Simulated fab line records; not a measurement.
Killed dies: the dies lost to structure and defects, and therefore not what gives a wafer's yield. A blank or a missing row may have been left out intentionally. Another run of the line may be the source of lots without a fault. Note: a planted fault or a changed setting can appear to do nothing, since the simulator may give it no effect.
Which of the tools did it? / flow berkeley_cmos170 / 14 lots with 42 wafers sampled at 4 steps, on a route of 331 steps

== WHAT THE GAUGES SHOWED, per wafer ==
UCB170_PWELL_THK_MEAS_06.
lot=L821; measured=day 2 20:52; on=film_metro-01; PWELL_NITRIDE_THK (nm)=213.8 215.2 214.1
lot=L822; measured=day 3 05:52; on=film_metro-01; PWELL_NITRIDE_THK (nm)=219.0 220.7 218.6
lot=L823; measured=day 3 14:02; on=film_metro-01; PWELL_NITRIDE_THK (nm)=216.0 216.3 216.3
lot=L825; measured=day 3 21:23; on=film_metro-04; PWELL_NITRIDE_THK (nm)=215.0 215.2 216.5
lot=L824; measured=day 3 21:24; on=film_metro-01; PWELL_NITRIDE_THK (nm)=214.4 214.6 215.5
lot=L826; measured=day 4 03:12; on=film_metro-01; PWELL_NITRIDE_THK (nm)=213.3 214.4 213.7
lot=L829; measured=day 4 18:34; on=film_metro-01; PWELL_NITRIDE_THK (nm)=215.3 215.9 217.0
lot=L831; measured=day 5 08:49; on=film_metro-01; PWELL_NITRIDE_THK (nm)=216.0 212.7 214.9
lot=L835; measured=day 6 03:31; on=film_metro-04; PWELL_NITRIDE_THK (nm)=217.5 219.2 217.6
lot=L837; measured=day 6 14:20; on=film_metro-04; PWELL_NITRIDE_THK (nm)=212.6 213.7 212.9
lot=L839; measured=day 6 20:16; on=film_metro-01; PWELL_NITRIDE_THK (nm)=218.9 221.3 218.9
lot=L838; measured=day 6 20:17; on=film_metro-03; PWELL_NITRIDE_THK (nm)=212.1 212.4 212.4
lot=L842; measured=day 7 13:28; on=film_metro-03; PWELL_NITRIDE_THK (nm)=214.7 217.1 214.8
lot=L843; measured=day 8 00:56; on=film_metro-04; PWELL_NITRIDE_THK (nm)=216.7 216.7 215.7

UCB170_FIELD_THK_MEAS_02.
lot=L821; measured=day 4 09:08; on=film_metro-01; FIELD_OXIDE_THK (nm)=555 547 544
lot=L822; measured=day 4 16:01; on=film_metro-04; FIELD_OXIDE_THK (nm)=552 557 565
lot=L823; measured=day 5 02:24; on=film_metro-04; FIELD_OXIDE_THK (nm)=550 549 542
lot=L825; measured=day 5 07:04; on=film_metro-03; FIELD_OXIDE_THK (nm)=568 566 561
lot=L824; measured=day 5 07:05; on=film_metro-01; FIELD_OXIDE_THK (nm)=554 560 559
lot=L826; measured=day 5 15:47; on=film_metro-03; FIELD_OXIDE_THK (nm)=579 566 572
lot=L829; measured=day 6 09:29; on=film_metro-01; FIELD_OXIDE_THK (nm)=548 555 554
lot=L831; measured=day 6 22:47; on=film_metro-01; FIELD_OXIDE_THK (nm)=564 572 568
lot=L835; measured=day 7 20:25; on=film_metro-01; FIELD_OXIDE_THK (nm)=543 545 552
lot=L837; measured=day 8 06:05; on=film_metro-01; FIELD_OXIDE_THK (nm)=556 562 562
lot=L839; measured=day 8 12:54; on=film_metro-03; FIELD_OXIDE_THK (nm)=578 576 572
lot=L838; measured=day 8 12:55; on=film_metro-01; FIELD_OXIDE_THK (nm)=584 586 589
lot=L842; measured=day 9 04:34; on=film_metro-01; FIELD_OXIDE_THK (nm)=564 561 575
lot=L843; measured=day 9 11:31; on=film_metro-01; FIELD_OXIDE_THK (nm)=551 557 561

UCB170_PLDD_CD_MEAS_06 targets a cd of 1200 nm.
lot=L821; measured=day 5 21:57; on=cd_sem-02; cd_nm (nm)=1199.7 1200.1 1200.4
lot=L822; measured=day 6 07:51; on=cd_sem-02; cd_nm (nm)=1201.9 1200.3 1200.3
lot=L823; measured=day 6 15:15; on=cd_sem-01; cd_nm (nm)=1198.6 1197.4 1197.4
lot=L825; measured=day 6 20:15; on=cd_sem-02; cd_nm (nm)=1201.2 1199.0 1198.3
lot=L824; measured=day 6 20:53; on=cd_sem-02; cd_nm (nm)=1202.3 1201.0 1202.1
lot=L826; measured=day 7 09:05; on=cd_sem-02; cd_nm (nm)=1198.0 1201.0 1200.3
lot=L829; measured=day 7 23:34; on=cd_sem-02; cd_nm (nm)=1201.4 1201.5 1200.4
lot=L831; measured=day 8 14:17; on=cd_sem-02; cd_nm (nm)=1199.9 1199.3 1200.0
lot=L835; measured=day 9 08:16; on=cd_sem-02; cd_nm (nm)=1201.2 1201.2 1199.6
lot=L837; measured=day 9 16:47; on=cd_sem-01; cd_nm (nm)=1198.4 1199.6 1198.5
lot=L839; measured=day 10 01:45; on=cd_sem-02; cd_nm (nm)=1201.0 1201.8 1201.4
lot=L838; measured=day 10 01:52; on=cd_sem-01; cd_nm (nm)=1200.5 1200.1 1199.5
lot=L842; measured=day 10 16:42; on=cd_sem-02; cd_nm (nm)=1199.2 1200.4 1199.0
lot=L843; measured=day 10 21:03; on=cd_sem-02; cd_nm (nm)=1200.1 1199.2 1200.1

== WHICH TOOL RAN EACH LOT (tool, then ch and the chambers of the sampled wafers, then the start) ==
lot=L821; UCB170_PVT_IMPLANT_07=implanter-01 ch 0, day 5 08:48
lot=L822; UCB170_PVT_IMPLANT_07=implanter-02 ch 0, day 5 18:05
lot=L823; UCB170_PVT_IMPLANT_07=implanter-02 ch 0, day 5 23:55
lot=L825; UCB170_PVT_IMPLANT_07=implanter-03 ch 0, day 6 06:27
lot=L824; UCB170_PVT_IMPLANT_07=implanter-01 ch 0, day 6 06:35
lot=L826; UCB170_PVT_IMPLANT_07=implanter-01 ch 0, day 6 16:11
lot=L829; UCB170_PVT_IMPLANT_07=implanter-02 ch 0, day 7 09:22
lot=L831; UCB170_PVT_IMPLANT_07=implanter-01 ch 0, day 8 01:05
lot=L835; UCB170_PVT_IMPLANT_07=implanter-01 ch 0, day 8 19:07
lot=L837; UCB170_PVT_IMPLANT_07=implanter-03 ch 0, day 9 05:51
lot=L839; UCB170_PVT_IMPLANT_07=implanter-03 ch 0, day 9 11:51
lot=L838; UCB170_PVT_IMPLANT_07=implanter-02 ch 0, day 9 11:51
lot=L842; UCB170_PVT_IMPLANT_07=implanter-02 ch 0, day 10 01:11
lot=L843; UCB170_PVT_IMPLANT_07=implanter-03 ch 0, day 10 08:49
- UCB170_PVT_IMPLANT_07

== WHAT THE TOOLS THEMSELVES READ (means of the sampled wafers that have a number; where no wafer has one, the mark that the record gives instead) ==
UCB170_PVT_IMPLANT_07.
lot=L821 tool=implanter-01 dose_ions_cm2=1.9993e+12
lot=L822 tool=implanter-02 dose_ions_cm2=1.9979e+12
lot=L823 tool=implanter-02 dose_ions_cm2=2.0003e+12
lot=L825 tool=implanter-03 dose_ions_cm2=1.9995e+12
lot=L824 tool=implanter-01 dose_ions_cm2=1.9987e+12
lot=L826 tool=implanter-01 dose_ions_cm2=1.9983e+12
lot=L829 tool=implanter-02 dose_ions_cm2=1.9970e+12
lot=L831 tool=implanter-01 dose_ions_cm2=2.0371e+12
lot=L835 tool=implanter-01 dose_ions_cm2=2.0372e+12
lot=L837 tool=implanter-03 dose_ions_cm2=2.0004e+12
lot=L839 tool=implanter-03 dose_ions_cm2=2.0003e+12
lot=L838 tool=implanter-02 dose_ions_cm2=2.0005e+12
lot=L842 tool=implanter-02 dose_ions_cm2=1.9998e+12
lot=L843 tool=implanter-03 dose_ions_cm2=2.0013e+12

== THE ANSWER, worked out from the rows above alone ==
Rule: the usual values come from the lots themselves. Put in order of their means at a reading, lots are off if they are a third of the lots or fewer, leave a main group of 4 or more, and stand apart from it by a gap of 3 or more times the standard deviation of the main group's means; of several such gaps the widest counts. If all means in a main group match to the digits the tables above print for the reading, that group is not used. A lot without any number at a reading at which 4 lots or more have one is off too. Where the step has rows for the other lots, those lots are counted as sound. The gauges are gone through in route order, then the tools' own readings, and for those a lot's mean is taken as printed above. The first step at which some lot is off is used, and at that step the reading that is off furthest; a lot without a number counts as furthest.
Off at UCB170_PVT_IMPLANT_07 (dose_ions_cm2): L831, L835. The main group has a mean of 1.9994e+12 with a standard deviation of 1.2e+09.
A tool fits if, at that step or a process step before it, it ran every lot that is off, and no sound lot after the first of them. One fits: UCB170_PVT_IMPLANT_07 on implanter-01. A fault onset in the window from L826 (day 6 16:11, its last sound lot) to L831 (day 8 01:05, its first lot off) fits.
The tool's own readings at UCB170_PVT_IMPLANT_07 bear it out: on the lots that are off they differ by more than 5 times the standard deviation of the sound lots' means. dose_ions_cm2 reads 2.0372e+12 there against 1.9994e+12 on the sound lots.

== WHAT THE SIMULATOR HAD INSERTED ==
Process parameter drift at UCB170_PVT_IMPLANT_07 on implanter-01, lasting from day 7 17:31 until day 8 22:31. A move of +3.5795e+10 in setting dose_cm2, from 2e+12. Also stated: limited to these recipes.
Struck lots among those shown: L831, L835. The same result came from the rule above.
